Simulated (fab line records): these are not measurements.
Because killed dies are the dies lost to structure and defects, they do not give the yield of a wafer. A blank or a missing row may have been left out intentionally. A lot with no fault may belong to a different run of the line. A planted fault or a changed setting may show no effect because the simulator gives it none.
What tool caused it? ; flow rit cmos ; 42 wafers from 14 lots sampled at 4 of the route's 202 steps

WHAT THE GAUGES READ, wafer by wafer
RIT_NWELL_TW_MEAS_10.
lot;measured;on;NWELL_TW
L593;day 1 23:05;film metro-04;2136 2132 2133
L597;day 2 17:47;film metro-02;2151 2144 2148
L598;day 3 01:59;film metro-02;2161 2150 2167
L599;day 3 06:05;film metro-02;2157 2152 2143
L600;day 3 08:55;film metro-02;2142 2142 2147
L601;day 3 14:38;film metro-04;2115 2125 2127
L602;day 3 19:44;film metro-04;2116 2108 2115
L604;day 4 04:03;film metro-03;2191 2183 2185
L605;day 4 16:06;film metro-04;2136 2137 2134
L608;day 5 02:52;film metro-04;2130 2109 2124
L612;day 6 05:51;film metro-02;2138 2132 2139
L614;day 6 22:35;film metro-02;2149 2129 2131
L615;day 7 06:53;film metro-03;2215 2185 2201
L616;day 7 07:19;film metro-04;2108 2109 2119

RIT_FOX2_THK_MEAS_91.
lot;measured;on;FIELD_OXIDE_LEFT_2_THK (nm)
L593;day 2 09:52;film metro-03;255 255 253
L597;day 3 06:04;film metro-04;254 262 261
L598;day 3 13:01;film metro-04;257 253 258
L599;day 3 18:22;film metro-03;260 263 259
L600;day 3 19:56;film metro-03;262 261 261
L601;day 4 01:20;film metro-04;263 255 262
L602;day 4 06:29;film metro-01;265 266 263
L604;day 4 17:20;film metro-04;263 260 264
L605;day 5 03:33;film metro-04;256 250 251
L608;day 5 16:01;film metro-04;268 264 263
L612;day 7 01:55;film metro-04;259 255 256
L614;day 7 12:57;film metro-03;261 261 251
L615;day 7 19:40;film metro-01;254 252 252
L616;day 7 19:55;film metro-03;260 262 267

RIT_M1_CD_MEAS_09: the cd target is 2600 nm.
lot;measured;on;cd nm (nm)
L593;day 3 09:02;cd sem-01;2600.6 2598.5 2600.3
L597;day 4 07:49;cd sem-01;2599.1 2599.5 2598.0
L598;day 4 17:05;cd sem-01;2598.2 2596.5 2596.8
L599;day 4 19:51;cd sem-01;2595.3 2596.0 2597.2
L600;day 4 22:14;cd sem-01;2597.9 2600.5 2601.1
L601;day 5 05:35;cd sem-02;2595.9 2595.8 2597.1
L602;day 5 09:50;cd sem-01;2602.6 2600.1 2601.1
L604;day 5 20:49;cd sem-02;2596.5 2597.0 2597.5
L605;day 6 05:49;cd sem-01;2600.1 2601.9 2600.2
L608;day 7 07:07;cd sem-02;2598.0 2596.0 2594.9
L612;day 8 09:41;cd sem-01;2597.3 2597.4 2599.7
L614;day 8 13:42;cd sem-01;2600.3 2597.3 2598.8
L615;day 8 23:52;cd sem-02;2603.1 2601.5 2602.4
L616;day 8 23:37;cd sem-02;2600.2 2600.0 2599.7

WHICH TOOL RAN EACH LOT (tool, then ch and the chambers of the sampled wafers, then the start)
lot;RIT_GATE_ETCH_19
L593;rie si-01 ch 0,1,2, day 2 14:25
L597;rie si-01 ch 0,1,3, day 3 12:41
L598;rie si-02 ch 0,1,3, day 3 18:58
L599;rie si-01 ch 0,1,3, day 4 00:43
L600;rie si-02 ch 1,2, day 4 02:04
L601;rie si-01 ch 0,2, day 4 08:37
L602;rie si-02 ch 1,2,3, day 4 17:01
L604;rie si-02 ch 1,2, day 5 00:17
L605;rie si-01 ch 0,1,3, day 5 12:05
L608;rie si-02 ch 0,1,2, day 6 04:59
L612;rie si-02 ch 1,2,3, day 7 14:13
L614;rie si-02 ch 0,1,2, day 7 17:40
L615;rie si-01 ch 1,2,3, day 8 04:14
L616;rie si-01 ch 1,2,3, day 8 03:57
- RIT_GATE_ETCH_19: etches poly-Si in SF6/CHF3/O2, stops on SiO2, time 165 s, target depth 312.5 nm.

AS READ BY THE TOOLS THEMSELVES (means over the sampled wafers that have a number; for cases with no such wafer, the mark the record gives instead)
RIT_GATE_ETCH_19.
lot;tool;O2_flow_sccm (sccm);drypump motor current A (A);oes product au (a.u.);throttle valve pct (%)
L593;rie si-01;4.994;5.73;0.843;10.29
L597;rie si-01;4.988;5.58;0.841;10.23
L598;rie si-02;5.002;5.58;0.844;10.22
L599;rie si-01;4.995;5.59;0.847;10.23
L600;rie si-02;5.004;5.39;0.864;10.20
L601;rie si-01;5.009;5.83;0.840;10.27
L602;rie si-02;4.994;5.51;0.848;10.21
L604;rie si-02;5.001;5.69;0.860;10.19
L605;rie si-01;5.005;5.59;0.837;10.23
L608;rie si-02;5.002;5.47;0.854;10.22
L612;rie si-02;5.003;5.52;0.862;10.22
L614;rie si-02;5.000;5.47;0.855;10.19
L615;rie si-01;4.993;5.55;0.851;10.25
L616;rie si-01;5.012;5.54;0.863;10.24

THE ANSWER, worked out from the rows above alone
Rule: the usual values come from the lots themselves. Put in order of their means at a reading, lots are off if they are a third of the lots or fewer, leave a main group of 4 or more, and stand apart from it by a gap of 3 or more times the standard deviation of the main group's means; of several such gaps the widest counts. The tables above print the reading to a certain number of digits; a main group whose means all agree to those digits is not used. A lot without any number at a reading at which 4 lots or more have one is off too. The other lots that the step has rows for count as sound. After the gauges, taken in route order, come the tools' own readings; for these a lot's mean is taken, as printed above. At the first step where some lot is off, the reading lying furthest off is the one used; lots without a number count as furthest.
None of the lots is off at any reading shown; this tells nothing.

WHAT HAD BEEN PUT IN BY THE SIMULATOR
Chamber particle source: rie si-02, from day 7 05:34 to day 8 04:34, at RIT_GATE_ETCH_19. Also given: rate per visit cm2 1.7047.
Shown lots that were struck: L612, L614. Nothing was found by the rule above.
